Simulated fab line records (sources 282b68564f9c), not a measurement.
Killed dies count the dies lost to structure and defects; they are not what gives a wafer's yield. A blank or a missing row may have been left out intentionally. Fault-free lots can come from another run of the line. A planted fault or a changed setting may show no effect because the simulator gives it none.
Comparing a struck lot with a sound one	flow ritCmos	15 steps out of a route of 202
Sound: the wafers L220.1, L220.2, L220.6. The struck wafers were L227.3, L227.4, L227.6. At the end, the cause is stated.
For every step that has rows: the tool of each side, followed by ch and its chambers, followed by its first start. Under that, the readings that differ: sound wafers	struck wafers	difference of the means	sigmas: that difference in standard deviations of wafers without a fault.
alike: readings whose means differ by less than 2 such deviations, and words and numbers that are the same on both sides. not compared: withheld readings, readings that some wafer has no value for, bounds like >300 that may hide the same value, and numbers for which the record gives no deviation and whose values overlap.
A row with sigmas, a row that says differs or no value, or rows on one side alone: a step with any of these is where the two part. Numbers that have no deviation but don't overlap get no sigmas and don't part them. A reading that every wafer of one side lacks parts them only if that side has two wafers or more.

first, 1 step without rows for these wafers: RIT_NWELL_IMPLANT_08.
RIT_NWELL_STRIP_09: strips in O2, time 180 s.
  sound on plasmaAsher-03 ch 0,1, day 3 08:16; struck on plasmaAsher-01 ch 0,1, day 4 19:00
  alike: drypumpMotorCurrentA, o2FlowSccm
  not compared: rfHoursCounterH
RIT_NWELL_TW_MEAS_10:
  sound on filmMetro-02 at day 3 08:26; struck on filmMetro-03 at day 4 19:08
  alike: NWELL_TW
then, 6 steps without rows for these wafers: RIT_PWELL_HMDS_00 (prime time 60 s); RIT_PWELL_COAT_01 (resist thk 1300 nm); RIT_PWELL_SOFTBAKE_02 (time 60 s); RIT_PWELL_EXPOSE_03 (exposes mask M3, target cd 43700 nm); RIT_PWELL_PEB_04; RIT_PWELL_DEVELOP_05 (develop time 68 s).
RIT_PWELL_OVL_MEAS_06:
  sound on overlay-01 at day 3 09:30; struck on overlay-02 at day 4 20:04
  alike: PWELL_OVL
then, 2 steps without rows for these wafers: RIT_PWELL_HARDBAKE_07 (time 120 s); RIT_PWELL_IMPLANT_08.
RIT_PWELL_STRIP_09: strips in O2, time 180 s.
  sound on plasmaAsher-04 ch 0,1, day 3 09:56; struck on plasmaAsher-03 ch 0,1, day 4 20:33
reading	sound	struck	difference	sigmas
o2FlowSccm (sccm)	4007 4005 4016	6006 5992 6003	+1991	+99 or more
  alike: drypumpMotorCurrentA
  not compared: rfHoursCounterH
RIT_PWELL_TW_MEAS_10:
  sound on filmMetro-04 at day 3 10:07; struck on filmMetro-03 at day 4 20:41
  alike: PWELL_TW
RIT_M1_PROBE_99:
  sound on prober-01 at day 4 20:33; struck on prober-02 at day 6 08:57
reading	sound	struck	difference	sigmas
killedAtContacts	1 0 1	0 0 0	-1	-3
  alike: killedAtFrontEnd, killedDies, killedOpen, killedShort

== WHERE THEY PART ==
Last at RIT_M1_PROBE_99 as far as this record goes, first at RIT_PWELL_STRIP_09.

WHY: the cause the simulator had injected
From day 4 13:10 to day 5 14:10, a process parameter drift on plasmaAsher-03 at RIT_PWELL_STRIP_09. Setting o2FlowSccm shifted by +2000 from 4000. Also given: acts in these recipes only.
